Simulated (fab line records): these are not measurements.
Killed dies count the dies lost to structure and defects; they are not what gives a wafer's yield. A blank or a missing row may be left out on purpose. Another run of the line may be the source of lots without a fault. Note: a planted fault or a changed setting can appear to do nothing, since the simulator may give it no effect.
Which of the tools did it? | flow rit cmos | 6 lots with 18 wafers sampled at 3 steps, on a route of 202 steps

WHAT THE GAUGES SHOWED, per wafer
RIT_GATE_THK_MEAS_09.
lot  | measured    | on            | GATE_POLY_THK (nm)
L597 | day 2 21:05 | film metro-03 | 248.2 247.5 247.6
L599 | day 3 02:58 | film metro-03 | 251.2 249.0 250.0
L602 | day 3 16:48 | film metro-01 | 253.1 252.8 251.1
L608 | day 5 01:46 | film metro-01 | 250.2 251.8 251.5
L613 | day 6 01:31 | film metro-02 | 254.3 253.6 252.5
L617 | day 6 21:43 | film metro-02 | 246.8 246.5 247.7

WHAT TOOL EACH LOT RAN ON (gives the tool, then ch and the chambers of the sampled wafers, and finally the start)
lot  | RIT_NWELL_STRIP_09                  | RIT_PWELL_STRIP_09
L597 | plasma asher-04 ch 0,1, day 2 06:04 | plasma asher-03 ch 0,1, day 2 07:44
L599 | plasma asher-01 ch 0,1, day 2 11:56 | plasma asher-04 ch 0,1, day 2 13:47
L602 | plasma asher-04 ch 0,1, day 3 02:45 | plasma asher-03 ch 0,1, day 3 04:36
L608 | plasma asher-04 ch 0,1, day 4 09:01 | plasma asher-03 ch 0,1, day 4 10:34
L613 | plasma asher-02 ch 0,1, day 5 11:38 | plasma asher-03 ch 0,1, day 5 13:11
L617 | plasma asher-04 ch 0,1, day 6 07:20 | plasma asher-04 ch 0,1, day 6 08:53
- RIT_NWELL_STRIP_09: strips in O2, time 180 s.
- RIT_PWELL_STRIP_09: strips in O2, time 180 s.

THE ANSWER, worked out from the rows above alone
Rule: usual is defined by the lots themselves. The widest of any qualifying gaps counts: lots, ordered by their means at a reading, are off when they make up no more than a third of the lots, leave a main group of 4 or more, and stand apart from it by 3 or more times the standard deviation of that group's means. If all means in a main group match to the digits the tables above print for the reading, that group is not used. A lot without any number at a reading at which 4 lots or more have one is off too. All remaining lots with rows at the step are treated as sound.
Nothing can be told from this: no lot is off at any reading shown.

WHAT WAS PUT IN BY THE SIMULATOR
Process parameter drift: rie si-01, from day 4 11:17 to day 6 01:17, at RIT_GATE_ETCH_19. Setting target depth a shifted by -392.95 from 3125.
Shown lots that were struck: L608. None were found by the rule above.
